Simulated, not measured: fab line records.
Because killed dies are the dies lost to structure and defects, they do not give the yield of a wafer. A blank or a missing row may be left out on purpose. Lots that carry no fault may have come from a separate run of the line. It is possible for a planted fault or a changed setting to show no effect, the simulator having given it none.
Problem report, 8D (eight disciplines) form, completed by code | flow berkeleyCmos170 | the parts of the form that need people (team, actions taken, sign-off) are left out

## 1. THE ISSUE
Mean of biasW at UCB170_M3_METAL_ETCH_18: 186.0 W across 6 wafers in 2 lots; on wafers with no fault it is 119.9 W (standard deviation 0.35). So: +99 or more standard deviations from the usual mean.
The step: etches Al in Cl2/BCl3, stops on SiO2, target depth 1170 nm, time 195 s.
Seen first at day 11 12:14 on rieMetal-01, wafer L362.2. Wafers with a number at this step in the record: 42, from 14 lots. By rule, "out" or "out of limits" means more than 4 standard deviations away from the usual mean. The rest of the wafers with a number are treated as sound.

## 2. WHAT THIS IS AND IS NOT
question                    | is                     | is not
which readings at this step | biasW                  | bcl3FlowSccm, chamberPressureMTorr, drypumpMotorCurrentA, rfFwdPowerW, throttleValvePct
which lots                  | L362, L365             | L351, L352, L353, L354, L355, L357, L361, L367, L368, L369, L370, L372
which wafers of those lots  | all that have a number | -
read on which tools         | rieMetal-01            | rieMetal-02, rieMetal-03
when                        | from day 11 12:14      | up to then (21 sound wafers); but 15 sound wafers of L367, L368, L369, L370, L372 came after

## 3. WHAT RULES OUT EACH SUSPECT
Counting: a tool at any process step up to the reading remains a suspect when it ran all the lots that are out and ran no sound lot after the first of those.
- rieDiel-02 at UCB170_M3_ETCH_17 (etches BARC in N2/H2): kept. It ran every lot that is out, first L362 (day 11 12:12), and no sound lot after that; its last sound lot up to then is L351 (day 8 08:50).
- rieMetal-01 at UCB170_M3_METAL_ETCH_18 (etches Al in Cl2/BCl3, stops on SiO2, target depth 1170 nm, time 195 s): kept. It ran every lot that is out, first L362 (day 11 12:14), and no sound lot after that; its last sound lot up to then is L357 (day 10 08:32). Its own biasW readings are out on those wafers.
After counting, rieDiel-02 at UCB170_M3_ETCH_17 and rieMetal-01 at UCB170_M3_METAL_ETCH_18 remain.

## 4. THE CAUSE (what the simulator had put in)
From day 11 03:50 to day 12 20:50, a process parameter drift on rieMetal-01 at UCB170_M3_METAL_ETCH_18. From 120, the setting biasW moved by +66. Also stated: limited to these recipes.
After counting, 2 suspects remain, this tool included.

## 5. THE EFFECT CHAIN, in route order
Each row: a reading whose mean over the struck wafers that have a number lies more than 3 standard deviations from the usual. Only readings whose record carries a usual standard deviation are examined. hours: median over the lots of the time between each lot's start at the first step of this table that gives one and its start at this step. sigmas: the change, counted in usual standard deviations.
hours | step                    | reading      | usual      | on struck wafers | change | sigmas
0     | UCB170_M3_METAL_ETCH_18 | biasW        | 119.9 W    | 186.0            | +66.1  | +99 or more
0     | UCB170_M3_STRIP_19      | oesProductAu | 0.557 a.u. | 0.449            | -0.108 | -4.5
It contains these process steps:
- UCB170_M3_METAL_ETCH_18: etches Al in Cl2/BCl3, stops on SiO2, target depth 1170 nm, time 195 s.
- UCB170_M3_STRIP_19: strips in O2.

## 6. WHAT WOULD HAVE CAUGHT IT SOONER
The fault began at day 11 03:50; the first out-of-limits reading in this record came at day 11 12:14, 8 hours later.
